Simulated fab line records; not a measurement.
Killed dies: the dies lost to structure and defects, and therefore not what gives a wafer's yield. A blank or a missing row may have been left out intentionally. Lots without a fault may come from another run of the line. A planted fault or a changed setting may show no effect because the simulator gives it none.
Which tool is to blame? | flow berkeley cmos170 | 14 lots, 42 wafers sampled, at 2 steps of a route of 331

## WHAT THE GAUGES READ, wafer by wafer
UCB170_CONTACT_THK_MEAS_02. Usual: CONTACT_PSG_THK 710 nm, standard deviation 7.8.
lot  | measured     | on            | CONTACT_PSG_THK (nm) | flag
L698 | day 7 06:07  | film metro-02 | 716 713 714          |
L699 | day 7 06:06  | film metro-04 | 711 710 705          |
L702 | day 7 21:26  | film metro-04 | 710 703 703          |
L701 | day 7 23:13  | film metro-04 | 719 718 721          |
L705 | day 8 02:15  | film metro-04 | 461 453 448          | OFF
L704 | day 8 04:02  | film metro-03 | 439 448 442          | OFF
L706 | day 9 01:51  | film metro-04 | 719 718 716          |
L707 | day 9 01:52  | film metro-02 | 708 707 710          |
L712 | day 9 15:58  | film metro-04 | 705 701 704          |
L713 | day 9 17:45  | film metro-03 | 710 713 707          |
L715 | day 10 15:02 | film metro-04 | 714 714 711          |
L721 | day 11 06:24 | film metro-03 | 706 700 701          |
L719 | day 11 06:44 | film metro-04 | 727 722 723          |
L720 | day 11 08:11 | film metro-02 | 714 724 721          |

## EACH LOT AND THE TOOL THAT RAN IT (in order: tool; ch and the chambers of the sampled wafers; start)
lot  | UCB170_CONTACT_CVD_01
L698 | lpcvd-01 ch 0, day 7 04:19
L699 | lpcvd-01 ch 1, day 7 04:19
L702 | lpcvd-01 ch 0, day 7 19:38
L701 | lpcvd-01 ch 1, day 7 21:25
L705 | lpcvd-01 ch 0, day 8 00:27
L704 | lpcvd-01 ch 0, day 8 02:14
L706 | lpcvd-02 ch 1, day 9 00:04
L707 | lpcvd-02 ch 1, day 9 00:04
L712 | lpcvd-02 ch 0, day 9 14:11
L713 | lpcvd-02 ch 0, day 9 15:58
L715 | lpcvd-02 ch 1, day 10 12:22
L721 | lpcvd-01 ch 1, day 11 04:37
L719 | lpcvd-02 ch 0, day 11 04:58
L720 | lpcvd-01 ch 1, day 11 06:24
- UCB170_CONTACT_CVD_01: deposits PSG from SiH4/O2/PH3, target thk 700 nm, time 2820 s.

## AS READ BY THE TOOLS THEMSELVES (means over the sampled wafers that have a number; for cases with no such wafer, the mark the record gives instead)
UCB170_CONTACT_CVD_01. Usual: susceptor temp C 449.99 C, standard deviation 0.23.
lot  | tool     | susceptor temp C (C) | flag
L698 | lpcvd-01 | 449.70               |
L699 | lpcvd-01 | 449.75               |
L702 | lpcvd-01 | 449.92               |
L701 | lpcvd-01 | 450.30               |
L705 | lpcvd-01 | 450.17               |
L704 | lpcvd-01 | 449.92               |
L706 | lpcvd-02 | 450.01               |
L707 | lpcvd-02 | 450.33               |
L712 | lpcvd-02 | 449.93               |
L713 | lpcvd-02 | 449.75               |
L715 | lpcvd-02 | 449.89               |
L721 | lpcvd-01 | 449.90               |
L719 | lpcvd-02 | 450.15               |
L720 | lpcvd-01 | 449.93               |

## THE ANSWER, worked out from the rows above alone
Rule: lot off if the mean of its wafers having a number is beyond 3 standard deviations from the usual mean. A lot without any number at a reading at which 4 lots or more have one is off too. Where the step has rows for the other lots, those lots are counted as sound. Order of review: gauges by route order, followed by the tools' own readings, for which a lot's mean as printed above is used. The first step at which some lot is off is used, and at that step the reading that is off furthest; a lot without a number counts as furthest.
Off: L705, L704, seen at UCB170_CONTACT_THK_MEAS_02 (CONTACT_PSG_THK).
A tool fits if, at a process step before that reading, it ran every lot that is off, and no sound lot after the first of them. Gauges at UCB170_CONTACT_THK_MEAS_02: tried the same way as those tools. None of those tried fits.

## WHAT THE SIMULATOR HAD INSERTED
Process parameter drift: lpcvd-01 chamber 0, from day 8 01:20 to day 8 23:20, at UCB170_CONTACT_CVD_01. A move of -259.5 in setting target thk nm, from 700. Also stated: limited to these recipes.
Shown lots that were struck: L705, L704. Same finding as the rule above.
